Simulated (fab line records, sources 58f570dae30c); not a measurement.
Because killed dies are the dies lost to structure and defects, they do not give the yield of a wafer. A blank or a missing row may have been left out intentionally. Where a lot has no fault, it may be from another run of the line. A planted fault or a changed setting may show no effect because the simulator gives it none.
Check of tool commonality || flow berkeley_cmos170 || 15 lots and 45 wafers in the sample

## REASON IT WAS OPENED
3 of 15 lots carry a flag on the reading PSD_TW at UCB170_PSD_TW_MEAS_10. Fault-free wafers read 2328, with a standard deviation of 15.
Rule: a lot is flagged when every wafer of it that has a number lies more than 4 standard deviations from that mean, or none has a number. The rest of the lots are taken to be sound.

{"lot": "L611", "measured": "day 8 17:36", "on": "film_metro-04", "PSD_TW, wafer by wafer": "2368 2362 2369", "flag": ""}
{"lot": "L610", "measured": "day 8 17:45", "on": "film_metro-03", "PSD_TW, wafer by wafer": "2328 2332 2336", "flag": ""}
{"lot": "L612", "measured": "day 8 17:57", "on": "film_metro-01", "PSD_TW, wafer by wafer": "2326 2314 2334", "flag": ""}
{"lot": "L615", "measured": "day 10 05:03", "on": "film_metro-04", "PSD_TW, wafer by wafer": "2334 2351 2359", "flag": ""}
{"lot": "L618", "measured": "day 10 05:46", "on": "film_metro-01", "PSD_TW, wafer by wafer": "2306 2330 2327", "flag": ""}
{"lot": "L614", "measured": "day 10 06:02", "on": "film_metro-04", "PSD_TW, wafer by wafer": "2353 2352 2346", "flag": ""}
{"lot": "L617", "measured": "day 10 06:14", "on": "film_metro-01", "PSD_TW, wafer by wafer": "2329 2339 2330", "flag": ""}
{"lot": "L616", "measured": "day 10 06:20", "on": "film_metro-04", "PSD_TW, wafer by wafer": "2351 2345 2347", "flag": ""}
{"lot": "L619", "measured": "day 10 14:19", "on": "film_metro-03", "PSD_TW, wafer by wafer": "2083 2083 2083", "flag": "FLAGGED"}
{"lot": "L620", "measured": "day 10 14:29", "on": "film_metro-01", "PSD_TW, wafer by wafer": "2082 2074 2079", "flag": "FLAGGED"}
{"lot": "L624", "measured": "day 11 06:11", "on": "film_metro-04", "PSD_TW, wafer by wafer": "2095 2108 2099", "flag": "FLAGGED"}
{"lot": "L623", "measured": "day 11 06:20", "on": "film_metro-01", "PSD_TW, wafer by wafer": "2315 2330 2309", "flag": ""}
{"lot": "L631", "measured": "day 12 12:33", "on": "film_metro-03", "PSD_TW, wafer by wafer": "2321 2305 2318", "flag": ""}
{"lot": "L628", "measured": "day 12 12:57", "on": "film_metro-03", "PSD_TW, wafer by wafer": "2324 2317 2321", "flag": ""}
{"lot": "L632", "measured": "day 13 06:29", "on": "film_metro-03", "PSD_TW, wafer by wafer": "2314 2318 2324", "flag": ""}
The numbers of the flagged lots are 2087 on average: -241 against the usual, or -16 standard deviations.

## TOOL THAT RAN EACH LOT
The record holds 2 process steps before the reading, out of a route of 331 steps. Every cell lists first the tool, next ch and the chambers used by the sampled wafers, and last the start.
{"lot": "L611", "flag": "", "UCB170_PSD_IMPLANT_08": "implanter-02 ch 0, day 8 17:22", "UCB170_PSD_STRIP_09": "plasma_asher-01 ch 0,1, day 8 17:29"}
{"lot": "L610", "flag": "", "UCB170_PSD_IMPLANT_08": "implanter-03 ch 0, day 8 17:30", "UCB170_PSD_STRIP_09": "plasma_asher-03 ch 1, day 8 17:39"}
{"lot": "L612", "flag": "", "UCB170_PSD_IMPLANT_08": "implanter-01 ch 0, day 8 17:43", "UCB170_PSD_STRIP_09": "plasma_asher-02 ch 0,1, day 8 17:50"}
{"lot": "L615", "flag": "", "UCB170_PSD_IMPLANT_08": "implanter-03 ch 0, day 10 04:49", "UCB170_PSD_STRIP_09": "plasma_asher-03 ch 0,1, day 10 04:56"}
{"lot": "L618", "flag": "", "UCB170_PSD_IMPLANT_08": "implanter-01 ch 0, day 10 05:31", "UCB170_PSD_STRIP_09": "plasma_asher-01 ch 1, day 10 05:40"}
{"lot": "L614", "flag": "", "UCB170_PSD_IMPLANT_08": "implanter-03 ch 0, day 10 05:47", "UCB170_PSD_STRIP_09": "plasma_asher-02 ch 0,1, day 10 05:56"}
{"lot": "L617", "flag": "", "UCB170_PSD_IMPLANT_08": "implanter-01 ch 0, day 10 06:01", "UCB170_PSD_STRIP_09": "plasma_asher-01 ch 0,1, day 10 06:09"}
{"lot": "L616", "flag": "", "UCB170_PSD_IMPLANT_08": "implanter-03 ch 0, day 10 06:05", "UCB170_PSD_STRIP_09": "plasma_asher-02 ch 0,1, day 10 06:13"}
{"lot": "L619", "flag": "FLAGGED", "UCB170_PSD_IMPLANT_08": "implanter-03 ch 0, day 10 14:04", "UCB170_PSD_STRIP_09": "plasma_asher-02 ch 0,1, day 10 14:13"}
{"lot": "L620", "flag": "FLAGGED", "UCB170_PSD_IMPLANT_08": "implanter-03 ch 0, day 10 14:15", "UCB170_PSD_STRIP_09": "plasma_asher-03 ch 0,1, day 10 14:23"}
{"lot": "L624", "flag": "FLAGGED", "UCB170_PSD_IMPLANT_08": "implanter-03 ch 0, day 11 05:56", "UCB170_PSD_STRIP_09": "plasma_asher-01 ch 0,1, day 11 06:04"}
{"lot": "L623", "flag": "", "UCB170_PSD_IMPLANT_08": "implanter-01 ch 0, day 11 06:07", "UCB170_PSD_STRIP_09": "plasma_asher-02 ch 0,1, day 11 06:15"}
{"lot": "L631", "flag": "", "UCB170_PSD_IMPLANT_08": "implanter-01 ch 0, day 12 12:19", "UCB170_PSD_STRIP_09": "plasma_asher-03 ch 0,1, day 12 12:26"}
{"lot": "L628", "flag": "", "UCB170_PSD_IMPLANT_08": "implanter-01 ch 0, day 12 12:42", "UCB170_PSD_STRIP_09": "plasma_asher-03 ch 0,1, day 12 12:51"}
{"lot": "L632", "flag": "", "UCB170_PSD_IMPLANT_08": "implanter-01 ch 0, day 13 06:14", "UCB170_PSD_STRIP_09": "plasma_asher-01 ch 0,1, day 13 06:23"}
What the steps here do:
- UCB170_PSD_IMPLANT_08
- UCB170_PSD_STRIP_09: strips in O2.
- UCB170_PSD_TW_MEAS_10

## FLAGGED OVER TOTAL, TOOL BY TOOL (the gauges that took the reading come last)
{"step": "UCB170_PSD_IMPLANT_08", "tool": "implanter-01", "lots run": 7, "flagged": 0, "share of the flagged lots": "none", "sound lots run after its first flagged lot": "-"}
{"step": "UCB170_PSD_IMPLANT_08", "tool": "implanter-02", "lots run": 1, "flagged": 0, "share of the flagged lots": "none", "sound lots run after its first flagged lot": "-"}
{"step": "UCB170_PSD_IMPLANT_08", "tool": "implanter-03", "lots run": 7, "flagged": 3, "share of the flagged lots": "all", "sound lots run after its first flagged lot": 0}
{"step": "UCB170_PSD_STRIP_09", "tool": "plasma_asher-01", "lots run": 5, "flagged": 1, "share of the flagged lots": "some", "sound lots run after its first flagged lot": "1 (L632)"}
{"step": "UCB170_PSD_STRIP_09", "tool": "plasma_asher-02", "lots run": 5, "flagged": 1, "share of the flagged lots": "some", "sound lots run after its first flagged lot": "1 (L623)"}
{"step": "UCB170_PSD_STRIP_09", "tool": "plasma_asher-03", "lots run": 5, "flagged": 1, "share of the flagged lots": "some", "sound lots run after its first flagged lot": "2 (L631,L628)"}
{"step": "UCB170_PSD_TW_MEAS_10", "tool": "film_metro-01", "lots run": 5, "flagged": 1, "share of the flagged lots": "some", "sound lots run after its first flagged lot": "1 (L623)"}
{"step": "UCB170_PSD_TW_MEAS_10", "tool": "film_metro-03", "lots run": 5, "flagged": 1, "share of the flagged lots": "some", "sound lots run after its first flagged lot": "3 (L631,L628,L632)"}
{"step": "UCB170_PSD_TW_MEAS_10", "tool": "film_metro-04", "lots run": 5, "flagged": 1, "share of the flagged lots": "some", "sound lots run after its first flagged lot": 0}

## THE TABLE: WHAT IT ALLOWS
Rows of the table that ran each flagged lot: 1, that is implanter-03 at UCB170_PSD_IMPLANT_08.
- implanter-03 at UCB170_PSD_IMPLANT_08 ran 7 lots, 3 of them flagged. Its last sound lot is L616 (day 10 06:05), its first flagged lot L619 (day 10 14:04): a fault that began between those two fits. Its own readings (dose_ions_cm2, faraday_current_uA) fall more than 4 standard deviations out on all wafers of the flagged lots.
Just one tool remains: implanter-03 at UCB170_PSD_IMPLANT_08.

## WHAT THE SIMULATOR HAD PUT IN
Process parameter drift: implanter-03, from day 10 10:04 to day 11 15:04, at UCB170_PSD_IMPLANT_08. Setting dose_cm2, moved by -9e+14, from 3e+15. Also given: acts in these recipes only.
Shown lots that were struck: L619, L620, L624. The rule above reached the same finding.
